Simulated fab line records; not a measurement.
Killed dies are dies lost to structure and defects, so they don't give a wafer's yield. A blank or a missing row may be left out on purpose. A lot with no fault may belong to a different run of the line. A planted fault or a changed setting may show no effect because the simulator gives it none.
A sampling plan put to the test | flow berkeley cmos170 | 12 faults told of in these records, all on one fab line, each judged by the records of the lots it struck
The plan consists of the line's own looks: route steps at which the wafer is read by a gauge or an inspection but not changed. A look is open to judgement when struck wafers have a number at it and the file gives its usual mean and standard deviation on fault-free wafers. Caught: a look later than the fault's first step finds the struck wafers' mean 4 or more of those standard deviations (sigma) from the usual mean. On the tool: the test repeated on the tool's own readings taken at the fault's steps. Caught also covers a different recipe on the struck wafers, or a record left blank for those wafers only.

## THE FAULTS, as the simulator had put them in
1. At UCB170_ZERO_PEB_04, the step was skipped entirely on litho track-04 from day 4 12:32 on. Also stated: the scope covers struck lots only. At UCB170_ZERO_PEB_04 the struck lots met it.
2. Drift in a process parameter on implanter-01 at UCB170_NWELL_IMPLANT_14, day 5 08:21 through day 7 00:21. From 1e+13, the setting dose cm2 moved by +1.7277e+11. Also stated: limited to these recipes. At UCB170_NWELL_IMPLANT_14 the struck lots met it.
3. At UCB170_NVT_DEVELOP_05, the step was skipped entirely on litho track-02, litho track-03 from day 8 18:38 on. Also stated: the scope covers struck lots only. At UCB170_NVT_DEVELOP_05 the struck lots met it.
4. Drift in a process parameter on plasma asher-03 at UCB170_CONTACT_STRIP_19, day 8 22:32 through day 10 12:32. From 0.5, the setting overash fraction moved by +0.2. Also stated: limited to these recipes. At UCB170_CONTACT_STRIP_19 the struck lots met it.
5. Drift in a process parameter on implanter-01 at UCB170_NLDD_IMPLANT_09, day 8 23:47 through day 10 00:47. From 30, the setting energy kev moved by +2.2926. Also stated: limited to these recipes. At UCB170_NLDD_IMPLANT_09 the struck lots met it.
6. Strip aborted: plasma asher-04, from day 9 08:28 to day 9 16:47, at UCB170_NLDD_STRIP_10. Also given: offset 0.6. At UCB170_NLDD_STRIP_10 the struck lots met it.
7. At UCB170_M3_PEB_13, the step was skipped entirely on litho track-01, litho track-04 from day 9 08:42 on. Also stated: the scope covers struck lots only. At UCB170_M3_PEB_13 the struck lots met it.
8. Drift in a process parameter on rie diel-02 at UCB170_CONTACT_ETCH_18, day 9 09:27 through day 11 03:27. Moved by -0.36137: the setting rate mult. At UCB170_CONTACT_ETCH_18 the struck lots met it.
9. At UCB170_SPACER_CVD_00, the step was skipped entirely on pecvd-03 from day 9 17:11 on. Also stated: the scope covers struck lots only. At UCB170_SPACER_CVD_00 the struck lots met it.
10. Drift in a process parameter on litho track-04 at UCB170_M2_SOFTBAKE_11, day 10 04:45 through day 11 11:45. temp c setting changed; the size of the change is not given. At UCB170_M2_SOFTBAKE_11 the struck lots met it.
11. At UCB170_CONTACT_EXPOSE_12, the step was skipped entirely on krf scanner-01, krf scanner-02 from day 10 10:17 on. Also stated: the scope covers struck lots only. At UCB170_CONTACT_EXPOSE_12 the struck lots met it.
12. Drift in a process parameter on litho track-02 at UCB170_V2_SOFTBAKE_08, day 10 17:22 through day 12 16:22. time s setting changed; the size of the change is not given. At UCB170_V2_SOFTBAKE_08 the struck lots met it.

## WHAT THE PLAN SAW
fault | on the tool itself                               | first look that catches it                      | reading, sigma | median hours from its first step to that look | hours from the fault's start to the first struck lot there | judged looks passed uncaught
1     | the tool's record is blank for the struck wafers | no look after it can be judged                  | -              | -                                             | -                                                          | 0
2     | dose ions cm2 +18 sigma                          | none of the 2 looks that can be judged after it | -              | -                                             | -                                                          | 2
3     | the tool's record is blank for the struck wafers | no look after it can be judged                  | -              | -                                             | -                                                          | 0
4     | oes product au -11 sigma                         | no look after it can be judged                  | -              | -                                             | -                                                          | 0
5     | beam energy keV +99 or beyond sigma              | no look after it can be judged                  | -              | -                                             | -                                                          | 0
6     | oes product au +55 sigma                         | no look after it can be judged                  | -              | -                                             | -                                                          | 0
7     | the tool's record is blank for the struck wafers | no look after it can be judged                  | -              | -                                             | -                                                          | 0
8     | oes product au -9.2 sigma                        | no look after it can be judged                  | -              | -                                             | -                                                          | 0
9     | the tool's record is blank for the struck wafers | no look after it can be judged                  | -              | -                                             | -                                                          | 0
10    | heater power total W -11 sigma                   | no look after it can be judged                  | -              | -                                             | -                                                          | 0
11    | no reading that can be judged                    | no look after it can be judged                  | -              | -                                             | -                                                          | 0
12    | run length s +99 or beyond sigma                 | no look after it can be judged                  | -              | -                                             | -                                                          | 0
A dash: this means the fault isn't caught or the number doesn't appear in these records.

Caught at a look: 0 of 12. Caught on the tool: 11 of 12. By one or the other: 11 of 12.
Caught on the tool alone: faults 1, 2, 3, 4, 5, 6, 7, 8, 9, 10, 12.
Caught by neither: fault 11.
